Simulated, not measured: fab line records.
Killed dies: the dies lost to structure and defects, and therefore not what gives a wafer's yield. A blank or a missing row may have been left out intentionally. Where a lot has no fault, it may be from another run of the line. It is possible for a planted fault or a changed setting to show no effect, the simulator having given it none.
A lot that was struck, set against a sound lot / flow rit cmos / 21 steps out of a route of 202
Sound: wafers L171.1, L171.3, L171.5. Struck: wafers L187.1, L187.2, L187.5. Last of all comes the cause.
Order at every step that has rows: each side's tool, ch and its chambers, its first start. Under that, the readings that differ: sound wafers / struck wafers / difference of the means / sigmas: that difference in standard deviations of wafers without a fault.
alike: words and numbers the same on both sides, and readings whose means are apart by under 2 such deviations; not compared: readings that were withheld, readings missing a value for some wafer, numbers with overlapping values and no deviation given by the record, and bounds like >300 which may hide the same value.
Wherever a step has rows on one side only, a row that says differs or no value, or a row with sigmas, the two part there. When numbers do not overlap yet have no deviation, they are printed without sigmas and do not part them. Lack of a reading on every wafer of one side parts them only where that side has two or more wafers.

first, 2 steps without rows for these wafers: RIT_NSD_HARDBAKE_07 (time 60 s); RIT_NSD_IMPLANT_08.
RIT_NSD_STRIP_09: strips in O2, time 180 s.
  sound on plasma asher-01 ch 0,1, day 3 05:45; struck on plasma asher-01 ch 0,1, day 7 00:53
  alike: drypump motor current A
  not compared: rf hours counter h
RIT_NSD_TW_MEAS_10:
  sound: film metro-01 at day 3 05:56; struck: film metro-01 at day 7 01:04
  alike: NSD_TW
then, 6 steps without rows for these wafers: RIT_PSD_HMDS_00 (prime time 60 s); RIT_PSD_COAT_01 (resist thk 1000 nm); RIT_PSD_SOFTBAKE_02 (time 60 s); RIT_PSD_EXPOSE_03 (exposes mask M10, target cd 40900 nm); RIT_PSD_PEB_04; RIT_PSD_DEVELOP_05 (develop time 48.93 s).
RIT_PSD_OVL_MEAS_06:
  sound: overlay-01 at day 3 06:59; struck: overlay-01 at day 7 02:06
  alike: PSD_OVL
then, 1 step without rows for these wafers: RIT_PSD_HARDBAKE_07 (time 60 s).
RIT_PSD_IMPLANT_08:
  sound on implanter-04 ch 0, day 3 07:11; struck on implanter-01 ch 0, day 7 02:17
reading=implant ion amu; sound=49 49 49; struck=75 75 75; difference=+26; sigmas=
reading=model.implant.drp nm (nm); sound=12.05 12.05 12.05; struck=8.906 8.906 8.906; difference=-3.144; sigmas=
reading=model.implant.rp nm (nm); sound=21.65 21.65 21.65; struck=19.6 19.6 19.6; difference=-2.0; sigmas=
  alike: tilt deg
RIT_PSD_STRIP_09: strips in O2, time 180 s.
  sound on plasma asher-01 ch 0,1, day 3 07:20; struck on plasma asher-01 ch 0,1, day 7 02:26
  alike: drypump motor current A
  not compared: rf hours counter h
RIT_PSD_TW_MEAS_10:
  sound: film metro-02 at day 3 07:30; struck: film metro-01 at day 7 02:37
  alike: PSD_TW
then, 3 steps without rows for these wafers: RIT_SDANNEAL_CLEAN_00 (cleans in SC1, time 600 s); RIT_SDANNEAL_CLEAN_01 (cleans in dHF, time 30 s); RIT_SDANNEAL_CLEAN_02 (cleans in SC2, time 600 s).
RIT_SDANNEAL_RTA_03: time 5 s.
  sound on rtp anneal-02 ch 0, day 3 08:17; struck on rtp anneal-02 ch 0, day 7 03:02
  alike: wafer_temp_C_max
RIT_SDANNEAL_RS_MEAS_04: the measuring method here is four-point-probe.
  sound: film metro-04 at day 3 08:20; struck: film metro-02 at day 7 03:06
reading=PSD_RS (ohm/sq); sound=115.6 115.8 115.7; struck=50.7 50.4 50.4; difference=-65.2; sigmas=-99 or more
RIT_SDANNEAL_RS_MEAS_05: the measuring method here is four-point-probe.
  sound: film metro-04 at day 3 08:28; struck: film metro-02 at day 7 03:13
reading=NSD_RS (ohm/sq); sound=84.50 84.51 84.26; struck=85.01 84.94 85.19; difference=+0.62; sigmas=+2

== WHERE THEY PART ==
Earliest at RIT_SDANNEAL_RS_MEAS_04; latest, in this record, at RIT_SDANNEAL_RS_MEAS_05.

WHY: whatever the simulator had introduced
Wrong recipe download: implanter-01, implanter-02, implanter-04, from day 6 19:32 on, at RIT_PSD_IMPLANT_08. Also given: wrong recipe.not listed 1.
